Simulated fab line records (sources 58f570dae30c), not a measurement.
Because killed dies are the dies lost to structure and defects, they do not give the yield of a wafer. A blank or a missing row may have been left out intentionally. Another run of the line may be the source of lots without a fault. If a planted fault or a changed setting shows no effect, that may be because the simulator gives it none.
Split-lot trial / flow berkeley-cmos170 / on a route of 331 steps: 5 lots, 27 wafers read

THE SPLIT ITSELF
At UCB170_ZERO_ETCH_06 (etches SiO2 in CHF3/CF4/Ar, time 12 s), the setting target-depth-a was moved away from the recipe's 516 angstrom on 9 of the 27 wafers read, by -41.9% to -30.1%. The other wafers ran this setting at the recipe's value.

The split's own step is where the reading is taken.

THE READING
oes-product-au, in a.u., at UCB170_ZERO_ETCH_06 (etches SiO2 in CHF3/CF4/Ar, time 12 s). A value of 0.614 a.u. with a standard deviation of 0.0084 a.u. is what fault-free wafers of this fab line usually give.

wafer=L074.1; tool, chamber at the split=rie-diel-03, 1; target-depth-a as run, angstrom=360.9; against the recipe=-30.1%; oes-product-au, a.u.=0.747; against lot-mates on the recipe=+0.128
wafer=L074.2; tool, chamber at the split=rie-diel-03, 0; target-depth-a as run, angstrom=360.9; against the recipe=-30.1%; oes-product-au, a.u.=0.719; against lot-mates on the recipe=+0.100
wafer=L074.3; tool, chamber at the split=rie-diel-03, 3; target-depth-a as run, angstrom=516; against the recipe=recipe; oes-product-au, a.u.=0.616; against lot-mates on the recipe=-
wafer=L074.4; tool, chamber at the split=rie-diel-03, 2; target-depth-a as run, angstrom=516; against the recipe=recipe; oes-product-au, a.u.=0.620; against lot-mates on the recipe=-
wafer=L074.5; tool, chamber at the split=rie-diel-03, 3; target-depth-a as run, angstrom=516; against the recipe=recipe; oes-product-au, a.u.=0.622; against lot-mates on the recipe=-
wafer=L074.6; tool, chamber at the split=rie-diel-03, 0; target-depth-a as run, angstrom=360.9; against the recipe=-30.1%; oes-product-au, a.u.=0.719; against lot-mates on the recipe=+0.100
wafer=L077.1; tool, chamber at the split=rie-diel-04, 1; target-depth-a as run, angstrom=315.5; against the recipe=-38.9%; oes-product-au, a.u.=0.760; against lot-mates on the recipe=+0.152
wafer=L077.2; tool, chamber at the split=rie-diel-04, 2; target-depth-a as run, angstrom=516; against the recipe=recipe; oes-product-au, a.u.=0.608; against lot-mates on the recipe=-
wafer=L077.3; tool, chamber at the split=rie-diel-04, 0; target-depth-a as run, angstrom=315.5; against the recipe=-38.9%; oes-product-au, a.u.=0.761; against lot-mates on the recipe=+0.153
wafer=L077.4; tool, chamber at the split=rie-diel-04, 3; target-depth-a as run, angstrom=315.5; against the recipe=-38.9%; oes-product-au, a.u.=0.764; against lot-mates on the recipe=+0.156
wafer=L077.5; tool, chamber at the split=rie-diel-04, 2; target-depth-a as run, angstrom=516; against the recipe=recipe; oes-product-au, a.u.=0.607; against lot-mates on the recipe=-
wafer=L077.6; tool, chamber at the split=rie-diel-04, 3; target-depth-a as run, angstrom=516; against the recipe=recipe; oes-product-au, a.u.=0.608; against lot-mates on the recipe=-
wafer=L079.1; tool, chamber at the split=rie-diel-04, 3; target-depth-a as run, angstrom=516; against the recipe=recipe; oes-product-au, a.u.=0.600; against lot-mates on the recipe=-
wafer=L079.2; tool, chamber at the split=rie-diel-04, 0; target-depth-a as run, angstrom=516; against the recipe=recipe; oes-product-au, a.u.=0.608; against lot-mates on the recipe=-
wafer=L079.4; tool, chamber at the split=rie-diel-04, 2; target-depth-a as run, angstrom=516; against the recipe=recipe; oes-product-au, a.u.=0.605; against lot-mates on the recipe=-
wafer=L080.1; tool, chamber at the split=rie-diel-01, 1; target-depth-a as run, angstrom=516; against the recipe=recipe; oes-product-au, a.u.=0.614; against lot-mates on the recipe=-
wafer=L080.2; tool, chamber at the split=rie-diel-01, 3; target-depth-a as run, angstrom=516; against the recipe=recipe; oes-product-au, a.u.=0.615; against lot-mates on the recipe=-
wafer=L080.3; tool, chamber at the split=rie-diel-01, 2; target-depth-a as run, angstrom=516; against the recipe=recipe; oes-product-au, a.u.=0.618; against lot-mates on the recipe=-
wafer=L080.4; tool, chamber at the split=rie-diel-01, 3; target-depth-a as run, angstrom=516; against the recipe=recipe; oes-product-au, a.u.=0.600; against lot-mates on the recipe=-
wafer=L080.5; tool, chamber at the split=rie-diel-01, 1; target-depth-a as run, angstrom=516; against the recipe=recipe; oes-product-au, a.u.=0.615; against lot-mates on the recipe=-
wafer=L080.6; tool, chamber at the split=rie-diel-01, 2; target-depth-a as run, angstrom=516; against the recipe=recipe; oes-product-au, a.u.=0.613; against lot-mates on the recipe=-
wafer=L083.1; tool, chamber at the split=rie-diel-04, 0; target-depth-a as run, angstrom=516; against the recipe=recipe; oes-product-au, a.u.=0.616; against lot-mates on the recipe=-
wafer=L083.2; tool, chamber at the split=rie-diel-04, 2; target-depth-a as run, angstrom=300; against the recipe=-41.9%; oes-product-au, a.u.=0.782; against lot-mates on the recipe=+0.170
wafer=L083.3; tool, chamber at the split=rie-diel-04, 1; target-depth-a as run, angstrom=516; against the recipe=recipe; oes-product-au, a.u.=0.613; against lot-mates on the recipe=-
wafer=L083.4; tool, chamber at the split=rie-diel-04, 3; target-depth-a as run, angstrom=300; against the recipe=-41.9%; oes-product-au, a.u.=0.780; against lot-mates on the recipe=+0.168
wafer=L083.5; tool, chamber at the split=rie-diel-04, 2; target-depth-a as run, angstrom=300; against the recipe=-41.9%; oes-product-au, a.u.=0.782; against lot-mates on the recipe=+0.170
wafer=L083.6; tool, chamber at the split=rie-diel-04, 1; target-depth-a as run, angstrom=516; against the recipe=recipe; oes-product-au, a.u.=0.607; against lot-mates on the recipe=-

THE FIT
A straight line over all 27 wafers: oes-product-au changes by -0.00396 a.u. for each +1% of target-depth-a; r = -1.00; the points scatter about the line by 0.0073 a.u.
The same after taking each lot's own level away (the mean of its wafers on the recipe; 27 wafers): -0.00394 a.u. for each +1%; r = -1.00; scatter 0.0068 a.u.
That fit puts the effect of the largest move of target-depth-a on the reading at 0.16 a.u.
The lots' own levels span 0.6043 to 0.6193 a.u., that is 1.8 times the standard deviation above.
So the lot-to-lot level changes the slope little: the two slopes agree.
Check: with one of the wafers moved furthest among these (-41.9%) left out of the fit, the line predicts +0.163 a.u. for it against its lot-mates. Against them it came out at +0.17 a.u.
Tool readings at the split's step, against how far the setting was moved: oes-product-au r = -1.00.

THE FILE'S OWN FIT
oes-product-au changes by -0.00393 a.u. for each +1% of target-depth-a, r = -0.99.
